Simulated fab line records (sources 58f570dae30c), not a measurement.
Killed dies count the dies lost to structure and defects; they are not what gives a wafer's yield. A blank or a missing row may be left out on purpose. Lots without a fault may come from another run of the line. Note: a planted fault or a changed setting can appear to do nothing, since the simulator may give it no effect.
A struck lot beside a sound one + flow berkeley-cmos170 + 19 steps out of a route of 331
Sound: the wafers L215.2, L215.3, L215.6. Struck: wafers L219.3, L219.4, L219.6. The cause is given at the end.
At each step with rows: each side's tool, then ch and its chambers, then its first start. Under that, the readings that differ: sound wafers + struck wafers + difference of the means + sigmas: that difference in standard deviations of wafers without a fault.
alike: readings whose means differ by less than 2 such deviations, and words and numbers that are the same on both sides. not compared: withheld readings, readings that some wafer has no value for, bounds like >300 that may hide the same value, and numbers for which the record gives no deviation and whose values overlap.
The two part at a step that has a row with sigmas, a row that says differs or no value, or rows on one side only. Numbers that don't overlap but have no deviation are shown without sigmas and don't part them. A reading that every wafer of one side lacks parts them only if that side has two wafers or more.

first, 5 steps without rows for these wafers: UCB170_WELLDRIVE_ANNEAL_03 (time 900 s); UCB170_WELLDRIVE_WET_ETCH_04 (etches SiO2 in BOE, time 120 s); UCB170_ACTIVE_CLEAN_00 (cleans in SPM, time 600 s); UCB170_ACTIVE_CLEAN_01 (cleans in dHF, time 60 s); UCB170_ACTIVE_OXIDATION_02 (target thk 26.4 nm, ox time 1260 s).
UCB170_ACTIVE_THK_MEAS_03:
  struck on film-metro-02, day 7 12:57; sound on film-metro-01, day 6 18:01
  alike: ACTIVE_OXIDE_THK
then, 2 steps without rows for these wafers: UCB170_ACTIVE_ANNEAL_04 (time 900 s); UCB170_ACTIVE_CVD_05 (deposits Si3N4 from SiH2Cl2/NH3, target thk 220 nm, time 3300 s).
UCB170_ACTIVE_THK_MEAS_06:
  struck on film-metro-01, day 7 23:01; sound on film-metro-04, day 7 02:31
| reading                 | sound             | struck            | difference | sigmas |
|-------------------------|-------------------|-------------------|------------|--------|
| ACTIVE_NITRIDE_THK (nm) | 220.3 222.4 222.2 | 217.0 216.0 215.6 | -5.4       | -3     |
then, 3 steps without rows for these wafers: UCB170_ACTIVE_HMDS_07 (prime time 60 s); UCB170_ACTIVE_COAT_08 (resist thk 900 nm); UCB170_ACTIVE_SOFTBAKE_09 (time 60 s).
UCB170_ACTIVE_EXPOSE_10: exposes mask ACTIVE, target cd 1200 nm.
  sound on krf-scanner-02 ch 0, day 7 03:24; struck on krf-scanner-01 ch 0, day 7 23:33
| reading                        | sound             | struck               | difference | sigmas |
|--------------------------------|-------------------|----------------------|------------|--------|
| model.ACTIVE.overlay-x-nm (nm) | 4.259 4.259 4.259 | -129.8 -129.8 -129.8 | -134.1     |        |
  alike: mask
then, 2 steps without rows for these wafers: UCB170_ACTIVE_PEB_11; UCB170_ACTIVE_DEVELOP_12 (develop time 45 s).
UCB170_ACTIVE_CD_MEAS_13: target cd 1200 nm.
  struck on cd-sem-02, day 7 23:56; sound on cd-sem-02, day 7 03:47
  alike: cd-nm
UCB170_ACTIVE_OVL_MEAS_14:
  struck on overlay-01, day 8 00:14; sound on overlay-02, day 7 03:54
| reading         | sound  | struck         | difference | sigmas |
|-----------------|--------|----------------|------------|--------|
| ACTIVE_OVL (nm) | -7 2 1 | -117 -128 -128 | -123       | -25    |
  not compared: hold
UCB170_ACTIVE_ETCH_15: etches Si3N4 in CH3F/Ar/O2, stops on SiO2, target depth 242 nm, time 151 s.
  sound on rie-diel-03 ch 2,3, day 7 03:56; struck on rie-diel-03 ch 1,3, day 8 01:44
| reading | sound | struck                                                                     | difference                   | sigmas |
|---------|-------|----------------------------------------------------------------------------|------------------------------|--------|
| hold    | - - - | await-dispo/1.4h/release await-dispo/1.4h/release await-dispo/1.4h/release | no value on the sound wafers |        |
  alike: CH3F_flow_sccm, O2_flow_sccm, drypump-motor-current-A, oes-product-au, throttle-valve-pct
  not compared: rf-hours-counter-h
next, for these wafers, 1 step has no rows: UCB170_M3_PROBE_99.

== WHERE THEY PART ==
Earliest at UCB170_ACTIVE_THK_MEAS_06; latest, in this record, at UCB170_ACTIVE_ETCH_15.

WHY: what the simulator had put in
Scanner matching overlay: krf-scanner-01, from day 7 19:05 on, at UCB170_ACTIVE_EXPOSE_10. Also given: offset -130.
